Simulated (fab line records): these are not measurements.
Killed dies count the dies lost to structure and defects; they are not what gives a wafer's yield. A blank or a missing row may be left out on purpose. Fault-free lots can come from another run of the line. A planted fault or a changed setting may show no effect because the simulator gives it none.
Struck lot and sound lot, side by side || flow rit_cmos || 17 out of 202 route steps
Sound: wafers L453.3, L453.4, L453.5. Wafers struck: L457.1, L457.3, L457.6. The cause is given at the end.
At each step with rows: each side's tool, then ch and its chambers, then its first start. Under that, the readings that differ: sound wafers || struck wafers || difference of the means || sigmas: that difference in standard deviations of wafers without a fault.
alike: same words and numbers on both sides, and readings whose means sit less than 2 such deviations apart. not compared: any withheld reading, any reading some wafer has no value for, any bound like >300 that may hide the same value, and any number with overlapping values for which the record gives no deviation.
The two part at a step that has a row with sigmas, a row that says differs or no value, or rows on one side only. Numbers that have no deviation but don't overlap get no sigmas and don't part them. A reading missing from all wafers of one side parts the sides only when that side holds two or more wafers.

first, 4 steps without rows for these wafers: RIT_NLDD_SOFTBAKE_02 (time 60 s); RIT_NLDD_EXPOSE_03 (exposes mask M7, target cd 40700 nm); RIT_NLDD_PEB_04; RIT_NLDD_DEVELOP_05 (develop time 50 s).
RIT_NLDD_OVL_MEAS_06:
  sound: overlay-02 at day 5 00:07; struck: overlay-01 at day 5 15:04
  alike: NLDD_OVL
then, 2 steps without rows for these wafers: RIT_NLDD_HARDBAKE_07 (time 60 s); RIT_NLDD_IMPLANT_08.
RIT_NLDD_STRIP_09: strips in O2, time 180 s.
  sound on plasma_asher-03 ch 0,1, day 5 00:29; struck on plasma_asher-03 ch 0,1, day 5 15:24
  alike: drypump_motor_current_A, rf_refl_power_W
  not compared: rf_hours_counter_h
RIT_NLDD_TW_MEAS_10:
  sound: film_metro-02 at day 5 00:37; struck: film_metro-04 at day 5 15:35
{"reading": "NLDD_TW", "sound": "2497 2520 2522", "struck": "2452 2465 2442", "difference": -60, "sigmas": -2}
then, 3 steps without rows for these wafers: RIT_PLDD_HMDS_00 (prime time 60 s); RIT_PLDD_COAT_01 (resist thk 1000 nm); RIT_PLDD_SOFTBAKE_02 (time 58.53 s).
RIT_PLDD_EXPOSE_03: exposes mask M8, target cd 40900 nm.
  sound on iline_stepper-02 ch 0, day 5 01:09; struck on iline_stepper-02 ch 0, day 5 16:05
{"reading": "model.PLDD.overlay_x_nm (nm)", "sound": "-0.2114 -0.2114 -0.2114", "struck": "131.3 131.3 131.3", "difference": "+131.5", "sigmas": ""}
  alike: mask
then, 2 steps without rows for these wafers: RIT_PLDD_PEB_04; RIT_PLDD_DEVELOP_05 (develop time 50 s).
RIT_PLDD_OVL_MEAS_06:
  sound: overlay-01 at day 5 01:32; struck: overlay-02 at day 5 16:41
{"reading": "PLDD_OVL (nm)", "sound": "1.4 2.1 0.9", "struck": "129.6 129.8 130.6", "difference": "+128.5", "sigmas": "+71"}
  not compared: hold
RIT_M1_PROBE_99:
  rows exist in the record for the sound wafers here (prober-01, day 5 15:50), none for the struck ones

## WHERE THEY PART
At RIT_NLDD_TW_MEAS_10 first; at RIT_M1_PROBE_99 last (within this record only).

WHY: what had been put in by the simulator
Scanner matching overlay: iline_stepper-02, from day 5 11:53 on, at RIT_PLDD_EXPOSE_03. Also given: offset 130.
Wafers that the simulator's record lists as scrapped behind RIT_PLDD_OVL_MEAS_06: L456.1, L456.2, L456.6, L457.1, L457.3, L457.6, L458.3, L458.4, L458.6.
